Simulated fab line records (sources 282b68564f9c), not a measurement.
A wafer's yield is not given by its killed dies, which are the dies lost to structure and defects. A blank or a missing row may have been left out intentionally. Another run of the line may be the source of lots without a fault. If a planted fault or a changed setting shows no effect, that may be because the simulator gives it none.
fab line records	flow ritCmos
record lots=6	wafers=18	lastDay=8
route steps=202 shown SPACER@127 NSD@131 PSD@142 SDANNEAL@153 PLDD@159 M1@202
lots that met no fault: taken from a fault-free run of the same line
startH: hours from the record's opening day to when the first of the lot's shown wafers began	waitH: time in hours since the lot's previous step	" the same as in the row above	L1.1+2: one row covering several wafers at once	- value missing, or start not given	* or withheld: withheld	< > ~ a bound
route shown NAME@n: NAME is a module with steps in the file, n the number in the route of the first one	usual: average and standard deviation across the fault-free wafers	same: alike in all rows	chamber/n: place in a boat	sites: per-site readings	_std_site: the standard deviation of these	_edge_site: the outer-site mean with the inner-site mean subtracted	radiusMm: for every site, how far away it sits from the centre of the wafer	mask NAME#n: copy n	behind: the tool/chamber that last shaped the wafer	hold: cause of the lot's hold/its duration in hours/its outcome	device: names the non-switching transistor (n, p or np)	end of line: tests of these same wafers at the route's end	where a step has no rows: the recipe by itself	killed: not the wafer's yield, but the dies lost to structure and defects at the first sort	map: a wafer's dies, x killed, . not, _ none there
set.NAME: the setting that was run; set.NAME@STEP: the one run at that earlier step	model.NAME: the simulator's own value behind a step, which no gauge read
lots seen at some steps along the route; tables by step, rows by wafer
services: the hour from which a tool's chamber was out of use, counted from the record's first day as startH (under 0 if before that day), plus the number of hours and why
## steps
# step RIT_SPACER_CLEAN_02
# recipe chemistry=SC2	mix=3:3:50	timeS=600	tempC=75	dry=n2Spin
# step RIT_SPACER_CVD_03
# recipe material=Si3N4	targetThkNm=250	tempC=810	precursor=SiH2Cl2/NH3	timeS=3300	pressureMtorr=300	sih2cl2FlowSccm=60	nh3FlowSccm=150
# step RIT_SPACER_THK_MEAS_04
# recipe reads=Si3N4_of_SPACER_CVD_03
# usual SPACER_NITRIDE_THK=248.7/2.4
lot.wafer	tool	chamber	startH	waitH	SPACER_NITRIDE_THK[nm]
L637.3	filmMetro-04	-	64.76	0.0	248.5
L637.4	"	-	"	"	247.8
L637.6	"	-	"	"	248.1
L638.2	filmMetro-04	-	69.99	0.0	250.2
L638.3	"	-	"	"	250.7
L638.6	"	-	"	"	250.4
L639.1	filmMetro-01	-	73.17	0.0	245.4
L639.4	"	-	"	"	245.5
L639.6	"	-	"	"	247.1
L640.2	filmMetro-04	-	73.18	0.0	249.7
L640.3	"	-	"	"	249.5
L640.5	"	-	"	"	250.5
L658.1	filmMetro-04	-	163.67	0.0	242.2
L658.2	"	-	"	"	246.9
L658.6	"	-	"	"	246.0
L659.4	filmMetro-01	-	170.48	0.0	248.8
L659.5	"	-	"	"	247.5
L659.6	"	-	"	"	247.2
# step RIT_SPACER_ETCHBACK_05
# recipe targetDepthA=2500	SF6_flow_sccm=30	CHF3_flow_sccm=30	target=Si3N4	chemistry=SF6/CHF3	pressureMtorr=40	rfW=250	timeS=240	stopOn=SiO2
# usual chamberPressureMTorr=40.00/0.04	drypumpMotorCurrentA=5.6/0.53	oesProductAu=0.834/0.016	throttleValvePct=10.27/0.14
lot.wafer	tool	chamber	startH	waitH	chamberPressureMTorr	drypumpMotorCurrentA	oesProductAu	rfHoursCounterH	throttleValvePct
L637.3	rieDiel-03	2	64.80	0.0	40.03	4.7	0.861	123	10.11
L637.4	"	0	"	"	39.98	5.8	0.821	74	10.35
L637.6	"	2	"	"	40.05	4.7	0.862	-	10.12
L638.2	rieDiel-02	2	70.04	0.0	39.95	6.3	0.842	81	10.07
L638.3	"	1	"	"	39.92	6.0	0.824	14	10.29
L638.6	"	0	"	"	39.99	5.8	0.826	-	10.59
L639.1	rieDiel-02	1	73.23	0.1	39.94	6.0	0.810	14	10.30
L639.4	"	3	"	"	39.96	6.1	0.847	40	10.27
L639.6	"	3	"	"	40.01	6.1	0.853	-	10.28
L640.2	rieDiel-04	0	73.23	0.0	40.03	6.2	0.839	3	10.37
L640.3	"	2	"	"	39.99	5.2	0.816	18	10.17
L640.5	"	0	"	"	39.96	6.2	0.836	-	10.37
L658.1	rieDiel-03	0	163.73	0.1	39.99	5.8	0.806	76	10.37
L658.2	"	2	"	"	39.99	4.7	0.850	124	10.10
L658.6	"	0	"	"	40.01	5.9	0.811	-	10.38
L659.4	rieDiel-03	0	170.58	0.1	40.00	5.8	0.823	-	10.37
L659.5	"	3	"	"	40.00	5.1	0.836	-	10.26
L659.6	"	2	"	"	40.01	4.7	0.855	-	10.12
# step RIT_NSD_HMDS_00
# recipe primeTimeS=60	primeTempC=140
# step RIT_NSD_COAT_01
# recipe resist=NOVOLAK	spinRpm=3250	resistThkNm=1000
# step RIT_NSD_SOFTBAKE_02
# recipe resist=NOVOLAK	tempC=90	timeS=60
# step RIT_NSD_EXPOSE_03
# recipe maskId=M9	na=0.57	targetCdNm=40700	doseMj=250
# step RIT_NSD_PEB_04
# recipe resist=NOVOLAK	tempC=withheld	timeS=withheld
# step RIT_NSD_DEVELOP_05
# recipe resist=NOVOLAK	developTimeS=50	devTempC=23
# step RIT_NSD_OVL_MEAS_06
# usual NSD_OVL=-1.2/1.2
lot.wafer	tool	chamber	startH	waitH	NSD_OVL[nm]
L637.3	overlay-02	-	65.97	-	-1.3
L637.4	"	-	"	"	-1.6
L637.6	"	-	"	"	-2.0
L638.2	overlay-02	-	71.17	-	-2.5
L638.3	"	-	"	"	-1.4
L638.6	"	-	"	"	-0.7
L639.1	overlay-02	-	74.36	-	-0.1
L639.4	"	-	"	"	-1.2
L639.6	"	-	"	"	0.5
L640.2	overlay-02	-	74.65	-	-2.1
L640.3	"	-	"	"	-2.4
L640.5	"	-	"	"	-3.5
L658.1	overlay-02	-	165.01	-	-1.1
L658.2	"	-	"	"	0.9
L658.6	"	-	"	"	0.0
L659.4	overlay-01	-	171.53	-	-1.8
L659.5	"	-	"	"	-1.8
L659.6	"	-	"	"	-2.6
# step RIT_NSD_HARDBAKE_07
# recipe resist=NOVOLAK	tempC=140	timeS=60
# step RIT_NSD_IMPLANT_08
# recipe species=P	energyKev=25	doseCm2=1e+15	tiltDeg=7
# usual beamEnergyKeV=24.999/0.0078	tiltDeg=6.998/0.018
# same implantIonAmu=31
lot.wafer	tool	chamber	startH	waitH	beamEnergyKeV	tiltDeg	model.implant.rpNm	model.implant.drpNm
L637.3	implanter-02	0	66.20	0.1	24.993	6.976	32.82	14.84
L637.4	"	0	"	"	24.990	7.014	32.82	14.84
L637.6	"	0	"	"	24.985	7.017	32.82	14.84
L638.2	implanter-02	0	71.38	0.1	17.501	6.983	25.37	11.96
L638.3	"	0	"	"	17.501	7.008	25.37	11.96
L638.6	"	0	"	"	17.504	6.980	25.37	11.96
L639.1	implanter-03	0	74.58	0.1	24.994	6.986	32.73	14.84
L639.4	"	0	"	"	24.991	7.007	32.73	14.84
L639.6	"	0	"	"	24.998	6.989	32.73	14.84
L640.2	implanter-02	0	74.85	0.1	17.518	7.002	25.57	11.96
L640.3	"	0	"	"	17.505	6.989	25.57	11.96
L640.5	"	0	"	"	17.517	6.998	25.57	11.96
L658.1	implanter-03	0	165.20	0.1	24.988	6.988	31.96	14.84
L658.2	"	0	"	"	25.003	6.995	31.96	14.84
L658.6	"	0	"	"	25.009	7.021	31.96	14.84
L659.4	implanter-04	0	171.77	0.1	25.003	6.989	31.87	14.84
L659.5	"	0	"	"	25.006	6.976	31.87	14.84
L659.6	"	0	"	"	25.000	6.969	31.87	14.84
# step RIT_NSD_STRIP_09
# recipe chemistry=O2	timeS=180	resist=NOVOLAK	platenTempC=withheld	powerW=500	pressureMtorr=4000	o2FlowSccm=4000
# usual chamberPressureMTorr=4000/3.6	drypumpMotorCurrentA=5.7/0.47
lot.wafer	tool	chamber	startH	waitH	chamberPressureMTorr	drypumpMotorCurrentA	rfHoursCounterH
L637.3	plasmaAsher-04	1	66.36	0.1	3998	5.0	-
L637.4	"	0	"	"	3999	6.0	-
L637.6	"	0	"	"	4002	5.9	-
L638.2	plasmaAsher-03	0	71.50	0.1	3995	6.3	42
L638.3	"	1	"	"	4004	6.4	-
L638.6	"	0	"	"	4002	6.3	-
L639.1	plasmaAsher-03	0	74.73	0.1	4003	6.4	43
L639.4	"	1	"	"	4001	6.4	-
L639.6	"	1	"	"	4000	6.4	-
L640.2	plasmaAsher-01	1	74.98	0.1	4004	5.6	26
L640.3	"	1	"	"	3997	5.6	-
L640.5	"	0	"	"	3999	5.4	-
L658.1	plasmaAsher-03	1	165.35	0.1	4000	6.3	52
L658.2	"	0	"	"	3997	6.4	52
L658.6	"	1	"	"	3998	6.3	-
L659.4	plasmaAsher-01	1	171.90	0.1	3996	5.6	-
L659.5	"	0	"	"	4003	5.4	-
L659.6	"	1	"	"	4004	5.5	-
# step RIT_NSD_TW_MEAS_10
# usual NSD_TW=3121/25
lot.wafer	tool	chamber	startH	waitH	NSD_TW
L637.3	filmMetro-01	-	66.49	0.1	3134
L637.4	"	-	"	"	3116
L637.6	"	-	"	"	3136
L638.2	filmMetro-02	-	71.69	0.1	2861
L638.3	"	-	"	"	2855
L638.6	"	-	"	"	2846
L639.1	filmMetro-04	-	74.91	0.1	3080
L639.4	"	-	"	"	3079
L639.6	"	-	"	"	3093
L640.2	filmMetro-02	-	75.16	0.1	2849
L640.3	"	-	"	"	2849
L640.5	"	-	"	"	2862
L658.1	filmMetro-01	-	165.53	0.1	3131
L658.2	"	-	"	"	3143
L658.6	"	-	"	"	3129
L659.4	filmMetro-02	-	172.05	0.1	3107
L659.5	"	-	"	"	3117
L659.6	"	-	"	"	3106
# step RIT_PSD_HMDS_00
# recipe primeTimeS=60	primeTempC=140
# step RIT_PSD_COAT_01
# recipe resist=NOVOLAK	spinRpm=3250	resistThkNm=1000
# step RIT_PSD_SOFTBAKE_02
# recipe resist=NOVOLAK	tempC=90	timeS=60
# step RIT_PSD_EXPOSE_03
# recipe maskId=M10	na=0.57	targetCdNm=40900	doseMj=250
# step RIT_PSD_PEB_04
# recipe resist=NOVOLAK	tempC=withheld	timeS=withheld
# step RIT_PSD_DEVELOP_05
# recipe resist=NOVOLAK	developTimeS=50	devTempC=23
# step RIT_PSD_OVL_MEAS_06
# usual PSD_OVL=0.1/1.3
lot.wafer	tool	chamber	startH	waitH	PSD_OVL[nm]
L637.3	overlay-02	-	67.61	-	-1.9
L637.4	"	-	"	"	-0.5
L637.6	"	-	"	"	-3.3
L638.2	overlay-01	-	72.59	-	-0.7
L638.3	"	-	"	"	-1.7
L638.6	"	-	"	"	-1.6
L639.1	overlay-02	-	75.87	-	-1.6
L639.4	"	-	"	"	-1.0
L639.6	"	-	"	"	-1.4
L640.2	overlay-02	-	76.55	-	-0.4
L640.3	"	-	"	"	1.5
L640.5	"	-	"	"	1.8
L658.1	overlay-02	-	166.44	-	1.5
L658.2	"	-	"	"	-0.3
L658.6	"	-	"	"	2.1
L659.4	overlay-01	-	172.95	-	-0.1
L659.5	"	-	"	"	0.4
L659.6	"	-	"	"	1.3
# step RIT_PSD_HARDBAKE_07
# recipe resist=NOVOLAK	tempC=140	timeS=60
# step RIT_PSD_IMPLANT_08
# recipe species=BF2	energyKev=27	doseCm2=5e+15	tiltDeg=7
# step RIT_PSD_STRIP_09
# recipe chemistry=O2	timeS=180	resist=NOVOLAK	platenTempC=withheld	powerW=500	pressureMtorr=4000	o2FlowSccm=4000
# usual chamberPressureMTorr=4000/3.4	drypumpMotorCurrentA=5.5/0.3
lot.wafer	tool	chamber	startH	waitH	chamberPressureMTorr	drypumpMotorCurrentA	rfHoursCounterH
L637.3	plasmaAsher-01	0	67.99	0.1	4002	5.4	-
L637.4	"	1	"	"	3998	5.6	-
L637.6	"	1	"	"	3998	5.6	-
L638.2	plasmaAsher-04	1	73.19	0.1	3996	5.0	44
L638.3	"	0	"	"	4006	6.0	-
L638.6	"	1	"	"	4002	5.0	-
L639.1	plasmaAsher-02	1	76.26	0.1	3998	5.3	41
L639.4	"	0	"	"	4005	6.1	-
L639.6	"	1	"	"	4002	5.3	-
L640.2	plasmaAsher-02	0	76.88	0.1	4002	6.1	41
L640.3	"	0	"	"	4001	6.1	-
L640.5	"	1	"	"	4001	5.3	-
L658.1	plasmaAsher-04	0	166.77	0.1	4006	6.0	5
L658.2	"	1	"	"	4002	5.0	5
L658.6	"	0	"	"	3998	6.0	-
L659.4	plasmaAsher-01	1	173.32	0.1	3997	5.6	-
L659.5	"	1	"	"	4005	5.5	-
L659.6	"	0	"	"	4001	5.4	-
# step RIT_PSD_TW_MEAS_10
# usual PSD_TW=3428/27
lot.wafer	tool	chamber	startH	waitH	PSD_TW
L637.3	filmMetro-04	-	68.13	0.1	3400
L637.4	"	-	"	"	3392
L637.6	"	-	"	"	3393
L638.2	filmMetro-02	-	73.38	0.1	3444
L638.3	"	-	"	"	3466
L638.6	"	-	"	"	3448
L639.1	filmMetro-02	-	76.44	0.1	3440
L639.4	"	-	"	"	3448
L639.6	"	-	"	"	3444
L640.2	filmMetro-01	-	77.07	0.1	3457
L640.3	"	-	"	"	3456
L640.5	"	-	"	"	3472
L658.1	filmMetro-01	-	166.95	0.1	3437
L658.2	"	-	"	"	3437
L658.6	"	-	"	"	3457
L659.4	filmMetro-01	-	173.47	0.1	3446
L659.5	"	-	"	"	3457
L659.6	"	-	"	"	3449
# step RIT_SDANNEAL_CLEAN_00
# recipe chemistry=SC1	mix=3:3:50	timeS=600	tempC=75
# step RIT_SDANNEAL_CLEAN_01
# recipe chemistry=dHF	dilution=50:1	timeS=30
# step RIT_SDANNEAL_CLEAN_02
# recipe chemistry=SC2	mix=3:3:50	timeS=600	tempC=75	dry=n2Spin
# step RIT_SDANNEAL_RTA_03
# recipe tempC=1050	timeS=5	idleTempC=600	rampUpCPerS=342	rampDownCPerS=171	coolToC=600	ambient=N2
# usual rampDownCPerS=171.00/0.031	wafer_temp_C_max=1053.4/1.1
lot.wafer	tool	chamber	startH	waitH	rampDownCPerS	wafer_temp_C_max
L637.3	rtpAnneal-02	0	68.57	0.0	171.03	1050.8
L637.4	"	0	"	"	171.01	1053.6
L637.6	"	0	"	"	170.98	1052.4
L638.2	rtpAnneal-01	0	73.80	0.0	171.01	1053.1
L638.3	"	0	"	"	171.05	1053.2
L638.6	"	0	"	"	170.99	1053.1
L639.1	rtpAnneal-02	0	76.89	0.0	170.98	1052.8
L639.4	"	0	"	"	171.06	1053.3
L639.6	"	0	"	"	170.99	1053.3
L640.2	rtpAnneal-01	0	77.49	0.0	170.99	1053.9
L640.3	"	0	"	"	170.98	1052.4
L640.5	"	0	"	"	170.99	1052.1
L658.1	rtpAnneal-01	0	167.37	0.0	171.00	1054.2
L658.2	"	0	"	"	170.97	1053.2
L658.6	"	0	"	"	170.98	1052.0
L659.4	rtpAnneal-02	0	173.90	0.0	170.99	1053.6
L659.5	"	0	"	"	171.03	1053.6
L659.6	"	0	"	"	170.99	1053.9
# step RIT_SDANNEAL_RS_MEAS_04
# recipe thkMeasGauge=four-point-probe
# usual PSD_RS=115.70/0.27
lot.wafer	tool	chamber	startH	waitH	PSD_RS[ohm/sq]
L637.3	filmMetro-04	-	68.69	0.1	115.58
L637.4	"	-	"	"	115.33
L637.6	"	-	"	"	115.09
L638.2	filmMetro-01	-	73.87	0.1	116.17
L638.3	"	-	"	"	116.06
L638.6	"	-	"	"	115.78
L639.1	filmMetro-04	-	76.95	0.0	115.20
L639.4	"	-	"	"	115.31
L639.6	"	-	"	"	115.26
L640.2	filmMetro-02	-	77.56	0.1	115.88
L640.3	"	-	"	"	115.32
L640.5	"	-	"	"	115.59
L658.1	filmMetro-02	-	167.43	0.0	115.60
L658.2	"	-	"	"	115.66
L658.6	"	-	"	"	115.09
L659.4	filmMetro-01	-	173.99	0.1	116.02
L659.5	"	-	"	"	115.52
L659.6	"	-	"	"	115.96
# step RIT_SDANNEAL_RS_MEAS_05
# recipe thkMeasGauge=four-point-probe
# usual NSD_RS=84.4/0.31
lot.wafer	tool	chamber	startH	waitH	NSD_RS[ohm/sq]
L637.3	filmMetro-04	-	68.81	0.1	84.8
L637.4	"	-	"	"	84.7
L637.6	"	-	"	"	84.7
L638.2	filmMetro-01	-	73.99	0.1	87.3
L638.3	"	-	"	"	87.8
L638.6	"	-	"	"	87.7
L639.1	filmMetro-04	-	77.07	0.1	84.1
L639.4	"	-	"	"	84.4
L639.6	"	-	"	"	84.7
L640.2	filmMetro-02	-	77.68	0.1	87.7
L640.3	"	-	"	"	87.9
L640.5	"	-	"	"	88.0
L658.1	filmMetro-02	-	167.55	0.1	84.6
L658.2	"	-	"	"	84.6
L658.6	"	-	"	"	84.2
L659.4	filmMetro-01	-	174.11	0.1	84.8
L659.5	"	-	"	"	85.2
L659.6	"	-	"	"	85.1
# step RIT_SDANNEAL_RS_MEAS_06
# recipe thkMeasGauge=four-point-probe
# usual PLDD_RS=178.4/0.42
lot.wafer	tool	chamber	startH	waitH	PLDD_RS[ohm/sq]
L637.3	filmMetro-04	-	68.93	0.1	178.2
L637.4	"	-	"	"	178.1
L637.6	"	-	"	"	178.5
L638.2	filmMetro-01	-	74.11	0.1	179.5
L638.3	"	-	"	"	179.1
L638.6	"	-	"	"	178.9
L639.1	filmMetro-04	-	77.19	0.1	178.6
L639.4	"	-	"	"	178.3
L639.6	"	-	"	"	178.7
L640.2	filmMetro-02	-	77.80	0.1	179.2
L640.3	"	-	"	"	178.9
L640.5	"	-	"	"	178.6
L658.1	filmMetro-02	-	167.67	0.1	178.2
L658.2	"	-	"	"	178.7
L658.6	"	-	"	"	178.2
L659.4	filmMetro-01	-	174.23	0.1	178.0
L659.5	"	-	"	"	177.6
L659.6	"	-	"	"	177.7
# step RIT_M1_PROBE_99
# usual killedAtContacts=0.1/0.27	killedAtFrontEnd=6.5/2.8	killedDies=6.6/2.8	killedOpen=3.5/2	killedShort=3.2/1.8
# same grossDies=264	killed_at_M0_to_M3=0	killed_at_M4_up=0	killedAtBackSide=0	killedAtOther=0
lot.wafer	tool	chamber	startH	waitH	killedAtContacts	killedAtFrontEnd	killedDies	killedOpen	killedShort	model.etest.nmos_0p3.rOnOhmUm	model.etest.nmos_0p15.rOnOhmUm	model.etest.contactNplus.endOhmUm	model.etest.nmos_0p15.junctionLog10AUm	model.etest.nmosNarrow.offLog10AUm	model.etest.gateEndArray.leakLog10AUm	model.etest.nmos_0p3.offLog10AUm	model.etest.diodeNplusComb.cjFfUm2
L637.3	prober-02	-	76.12	0.2	0	11	11	4	7	2200	1174	41.4	-13.67	-13.3	-12.9	-13.08	2.644
L637.4	prober-02	-	76.17	0.2	0	9	9	5	4	2177	1170	40.8	-13.55	-13.37	-12.85	-13.07	2.647
L637.6	prober-02	-	76.27	0.2	0	13	13	6	7	2159	1154	41.53	-13.61	-13.03	-12.78	-13.1	2.637
L638.2	prober-01	-	81.70	0.1	0	9	9	2	6	2203	1172	54.04	-12.94	-12.92	-12.66	-12.81	2.558
L638.3	prober-01	-	81.75	0.2	0	10	10	4	6	2185	1152	54.44	-13.05	-12.71	-12.56	-12.77	2.545
L638.6	prober-01	-	81.90	0.2	0	7	7	3	4	2191	1141	53.47	-12.93	-12.8	-12.7	-12.94	2.566
L639.1	prober-02	-	84.71	0.1	0	11	11	3	8	2120	1120	40.68	-13.53	-13.17	-12.91	-13.1	2.629
L639.4	prober-02	-	84.86	0.2	0	8	8	2	6	2146	1117	41.51	-13.54	-13.23	-12.98	-13.13	2.652
L639.6	prober-02	-	84.96	0.2	0	8	8	2	6	2119	1119	41.45	-13.23	-13.21	-12.67	-12.88	2.656
L640.2	prober-02	-	86.26	0.1	0	7	7	5	2	2164	1166	54.1	-12.95	-12.83	-12.53	-12.72	2.6
L640.3	prober-02	-	86.31	0.2	1	4	5	3	2	2155	1136	52.34	-13.1	-12.76	-12.6	-12.72	2.554
L640.5	prober-02	-	86.41	0.2	0	4	4	2	2	2157	1167	52.77	-13.18	-12.88	-12.54	-12.81	2.583
L658.1	prober-01	-	174.73	0.1	0	6	6	4	2	2187	1153	43.57	-13.45	-13.23	-12.88	-12.98	2.666
L658.2	prober-01	-	174.78	0.1	0	10	10	4	6	2199	1114	42.28	-13.59	-13.29	-13.01	-13.19	2.629
L658.6	prober-01	-	174.98	0.2	0	6	6	2	4	2189	1125	42.81	-13.67	-13.22	-12.8	-12.98	2.668
L659.4	prober-02	-	181.54	0.2	0	8	8	5	3	2241	1167	43.05	-13.53	-13.24	-12.84	-12.99	2.671
L659.5	prober-02	-	181.59	0.2	1	4	5	2	3	2207	1152	43.45	-13.54	-13.22	-12.77	-13	2.665
L659.6	prober-02	-	181.64	0.2	0	6	6	5	1	2195	1138	43.45	-13.28	-13.31	-12.98	-13.14	2.665
# killed by level:class
L637.3 GATE:geometricParticle:short=2 SILICIDE:geometricParticle:short=2 FOX1:geometricParticle:short=1 FOX1:geometricParticle:open=1 GATE:geometricParticle:open=1 REOX:geometricParticle:short=1 REOX:geometricParticle:open=1 SPACER:geometricParticle:short=1
L637.4 FOX2:geometricParticle:short=2 FOX2:geometricParticle:open=2 REOX:geometricParticle:short=2 SILICIDE:geometricParticle:open=2 FOX1:geometricParticle:open=1
L637.6 FOX1:geometricParticle:short=3 FOX1:geometricParticle:open=2 GATE:geometricParticle:short=2 GATE:geometricParticle:open=2 REOX:geometricParticle:short=2 REOX:geometricParticle:open=1 SPACER:geometricParticle:open=1
L638.2 GATE:geometricParticle:short=3 SPACER:geometricParticle:short=3 GATE:geometricParticle:open=2 NLDD:coatMicrobubblePrinted=1
L638.3 GATE:geometricParticle:short=4 FOX2:geometricParticle:short=2 GATE:geometricParticle:open=2 SPACER:geometricParticle:open=2
L638.6 FOX1:geometricParticle:short=2 ACTIVE:geometricParticle:short=1 FOX2:geometricParticle:short=1 GATE:geometricParticle:open=1 SPACER:geometricParticle:open=1 SILICIDE:geometricParticle:open=1
L639.1 SPACER:geometricParticle:short=3 GATE:geometricParticle:short=2 REOX:geometricParticle:open=2 FOX1:geometricParticle:short=1 FOX2:geometricParticle:short=1 REOX:geometricParticle:short=1 SPACER:geometricParticle:open=1
L639.4 SPACER:geometricParticle:short=3 FOX1:geometricParticle:short=1 FOX1:geometricParticle:open=1 REOX:geometricParticle:short=1 SPACER:geometricParticle:open=1 SILICIDE:geometricParticle:short=1
L639.6 FOX1:geometricParticle:short=2 SILICIDE:geometricParticle:short=2 GATE:geometricParticle:short=1 REOX:geometricParticle:short=1 SPACER:geometricParticle:open=1 SILICIDE:geometricParticle:open=1
L640.2 SPACER:geometricParticle:open=3 GATE:geometricParticle:short=2 GATE:geometricParticle:open=1 SILICIDE:geometricParticle:open=1
L640.3 GATE:geometricParticle:short=1 REOX:geometricParticle:open=1 SPACER:geometricParticle:short=1 SILICIDE:geometricParticle:open=1 CONTACT:geometricParticle:open=1
L640.5 SILICIDE:geometricParticle:short=2 REOX:geometricParticle:open=1 SPACER:geometricParticle:open=1
L658.1 FOX1:geometricParticle:open=1 FOX2:geometricParticle:open=1 GATE:geometricParticle:short=1 GATE:geometricParticle:open=1 REOX:geometricParticle:open=1 SPACER:geometricParticle:short=1
L658.2 GATE:geometricParticle:open=3 FOX1:geometricParticle:short=2 GATE:geometricParticle:short=2 FOX2:geometricParticle:short=1 REOX:geometricParticle:short=1 SPACER:geometricParticle:open=1
L658.6 GATE:geometricParticle:short=3 FOX2:geometricParticle:open=2 SILICIDE:geometricParticle:short=1
L659.4 SPACER:geometricParticle:open=3 GATE:geometricParticle:short=2 GATE:geometricParticle:open=1 SPACER:geometricParticle:short=1 SILICIDE:geometricParticle:open=1
L659.5 GATE:geometricParticle:open=1 GATE:geometricParticle:short=1 REOX:geometricParticle:short=1 SPACER:geometricParticle:short=1 CONTACT:geometricParticle:open=1
L659.6 GATE:geometricParticle:open=3 SPACER:geometricParticle:open=1 SPACER:geometricParticle:short=1 SILICIDE:geometricParticle:open=1
## services
tool	chamber	startH	hours	kind
rtpAnneal-01	-	41.26	4.3	pm
rieDiel-04	-	52.58	4.0	pm
rieDiel-04	1	70.78	9.5	repair
implanter-02	-	102.54	3.8	pm
plasmaAsher-02	-	105.30	1.3	repair
plasmaAsher-04	-	108.75	9.0	pm
plasmaAsher-04	0	108.75	9.0	ventCycle
plasmaAsher-04	1	108.75	9.0	ventCycle
plasmaAsher-04	0	117.75	-	clean
plasmaAsher-04	1	117.75	-	clean
implanter-02	-	126.55	2.6	repair
rieDiel-04	-	133.04	5.4	repair
rieDiel-03	1	133.42	47.9	repair
implanter-03	-	144.08	4.3	pm
plasmaAsher-03	-	144.51	2.1	repair
rieDiel-02	-	149.50	0.5	repair
rieDiel-03	2	153.33	5.1	repair
implanter-03	-	170.78	2.2	repair
implanter-04	-	173.58	1.6	repair
## key
firstSign step=RIT_NSD_IMPLANT_08	reading=beamEnergyKeV	direction=down	sigmas=99+	usual=24.999	struck=17.507
effect step=RIT_NSD_TW_MEAS_10	reading=NSD_TW	direction=down	sigmas=11	usual=3121	struck=2853
effect step=RIT_SDANNEAL_RS_MEAS_05	reading=NSD_RS	direction=up	sigmas=11	usual=84.4	struck=87.7
modelEffect step=RIT_NSD_IMPLANT_08	value=implant.rpNm	without=32.42	struck=25.47
modelEffect step=RIT_M1_PROBE_99	value=etest.nmos_0p3.rOnOhmUm	without=2122	struck=2176
metAt RIT_NSD_IMPLANT_08
struckWafers L638.2,L638.3,L638.6,L640.2,L640.3,L640.5
testerLeftOut L638,L640
onsetBetween 66.20 71.38
fault kind=processParameterDrift	tool=implanter-02	chamber=-	onsetH=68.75	steps=RIT_NSD_IMPLANT_08	channel=energyKev	offset=-7.5	shape=step	endH=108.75	actsIn=theseRecipesOnly	stated=25
# testerLeftOut: of these lots the tester's yield and bins aren't shown, on N5 and GAA mostly nor the transistor test; their killed dies are dies lost to structure and defects alone, not to doping, threshold or leakage, so they don't give the yield
